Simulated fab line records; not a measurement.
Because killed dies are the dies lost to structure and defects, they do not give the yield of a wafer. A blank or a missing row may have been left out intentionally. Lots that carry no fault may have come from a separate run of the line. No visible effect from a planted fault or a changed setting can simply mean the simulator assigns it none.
Split-lot experiment / flow berkeleyCmos170 / 5 lots, 23 wafers read, on a route of 331 steps

THE SPLIT
At UCB170_START_OXIDATION_02 (target thk 20 nm, ox time 1800 s), the setting tempC was moved away from the recipe's 950 C on 15 of the 23 wafers read, by -1.6% to +2.7%. The other wafers ran this setting at the recipe's value.

Between the split and the reading, the file records no step.

THE READING
START_OXIDE_THK in nanometres, read at UCB170_START_THK_MEAS_03. Typical for fault-free wafers on this fab line: 20.1 nm, with standard deviation 0.4 nm.

wafer=L076.1; tool, chamber at the split=furnace-01, 0; tempC as run, C=950; against the recipe=recipe; START_OXIDE_THK, nm=20.8; against lot-mates on the recipe=-
wafer=L076.2; tool, chamber at the split=furnace-01, 0; tempC as run, C=950; against the recipe=recipe; START_OXIDE_THK, nm=21.1; against lot-mates on the recipe=-
wafer=L076.6; tool, chamber at the split=furnace-01, 0; tempC as run, C=950; against the recipe=recipe; START_OXIDE_THK, nm=20.6; against lot-mates on the recipe=-
wafer=L077.1; tool, chamber at the split=-, -; tempC as run, C=975.8; against the recipe=+2.7%; START_OXIDE_THK, nm=25.6; against lot-mates on the recipe=no lot-mate on the recipe
wafer=L077.3; tool, chamber at the split=-, -; tempC as run, C=975.8; against the recipe=+2.7%; START_OXIDE_THK, nm=25.5; against lot-mates on the recipe=no lot-mate on the recipe
wafer=L077.4; tool, chamber at the split=-, -; tempC as run, C=975.8; against the recipe=+2.7%; START_OXIDE_THK, nm=25.2; against lot-mates on the recipe=no lot-mate on the recipe
wafer=L077.5; tool, chamber at the split=-, -; tempC as run, C=975.8; against the recipe=+2.7%; START_OXIDE_THK, nm=25.2; against lot-mates on the recipe=no lot-mate on the recipe
wafer=L077.6; tool, chamber at the split=-, -; tempC as run, C=975.8; against the recipe=+2.7%; START_OXIDE_THK, nm=25.2; against lot-mates on the recipe=no lot-mate on the recipe
wafer=L078.1; tool, chamber at the split=-, -; tempC as run, C=973.7; against the recipe=+2.5%; START_OXIDE_THK, nm=24.4; against lot-mates on the recipe=no lot-mate on the recipe
wafer=L078.3; tool, chamber at the split=-, -; tempC as run, C=973.7; against the recipe=+2.5%; START_OXIDE_THK, nm=24.8; against lot-mates on the recipe=no lot-mate on the recipe
wafer=L078.4; tool, chamber at the split=-, -; tempC as run, C=973.7; against the recipe=+2.5%; START_OXIDE_THK, nm=24.4; against lot-mates on the recipe=no lot-mate on the recipe
wafer=L078.5; tool, chamber at the split=-, -; tempC as run, C=973.7; against the recipe=+2.5%; START_OXIDE_THK, nm=24.8; against lot-mates on the recipe=no lot-mate on the recipe
wafer=L078.6; tool, chamber at the split=-, -; tempC as run, C=973.7; against the recipe=+2.5%; START_OXIDE_THK, nm=24.8; against lot-mates on the recipe=no lot-mate on the recipe
wafer=L080.1; tool, chamber at the split=-, -; tempC as run, C=935.2; against the recipe=-1.6%; START_OXIDE_THK, nm=16.8; against lot-mates on the recipe=no lot-mate on the recipe
wafer=L080.2; tool, chamber at the split=-, -; tempC as run, C=935.2; against the recipe=-1.6%; START_OXIDE_THK, nm=16.6; against lot-mates on the recipe=no lot-mate on the recipe
wafer=L080.4; tool, chamber at the split=-, -; tempC as run, C=935.2; against the recipe=-1.6%; START_OXIDE_THK, nm=17.1; against lot-mates on the recipe=no lot-mate on the recipe
wafer=L080.5; tool, chamber at the split=-, -; tempC as run, C=935.2; against the recipe=-1.6%; START_OXIDE_THK, nm=17.4; against lot-mates on the recipe=no lot-mate on the recipe
wafer=L080.6; tool, chamber at the split=-, -; tempC as run, C=935.2; against the recipe=-1.6%; START_OXIDE_THK, nm=17.1; against lot-mates on the recipe=no lot-mate on the recipe
wafer=L085.1; tool, chamber at the split=-, -; tempC as run, C=950; against the recipe=recipe; START_OXIDE_THK, nm=19.3; against lot-mates on the recipe=-
wafer=L085.2; tool, chamber at the split=-, -; tempC as run, C=950; against the recipe=recipe; START_OXIDE_THK, nm=19.7; against lot-mates on the recipe=-
wafer=L085.3; tool, chamber at the split=-, -; tempC as run, C=950; against the recipe=recipe; START_OXIDE_THK, nm=19.6; against lot-mates on the recipe=-
wafer=L085.4; tool, chamber at the split=-, -; tempC as run, C=950; against the recipe=recipe; START_OXIDE_THK, nm=19.7; against lot-mates on the recipe=-
wafer=L085.6; tool, chamber at the split=-, -; tempC as run, C=950; against the recipe=recipe; START_OXIDE_THK, nm=19.7; against lot-mates on the recipe=-

THE FIT
A straight line over all 23 wafers: START_OXIDE_THK changes by +1.91 nm for each +1% of tempC; r = +0.99; the points scatter about the line by 0.44 nm.
Too few moved wafers have a lot-mate on the recipe to fit a line with each lot's own level taken away.

THE WHOLE CHAIN: every reading that the file lists as answering this split, in the file's order
step=UCB170_START_OXIDATION_02; what it does=target thk 20 nm, ox time 1800 s; reading=SiO2_of_START_OXIDATION_02.thkNm (the simulator's own value, which no gauge read); change (the file's fit)=+1.91 nm for each +1% of the setting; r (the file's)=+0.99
step=UCB170_START_THK_MEAS_03; what it does=; reading=START_OXIDE_THK; change (the file's fit)=+1.91 for each +1% of the setting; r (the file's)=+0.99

THE FILE'S OWN FIT
START_OXIDE_THK changes by +1.91 nm for each +1% of tempC, r = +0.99.
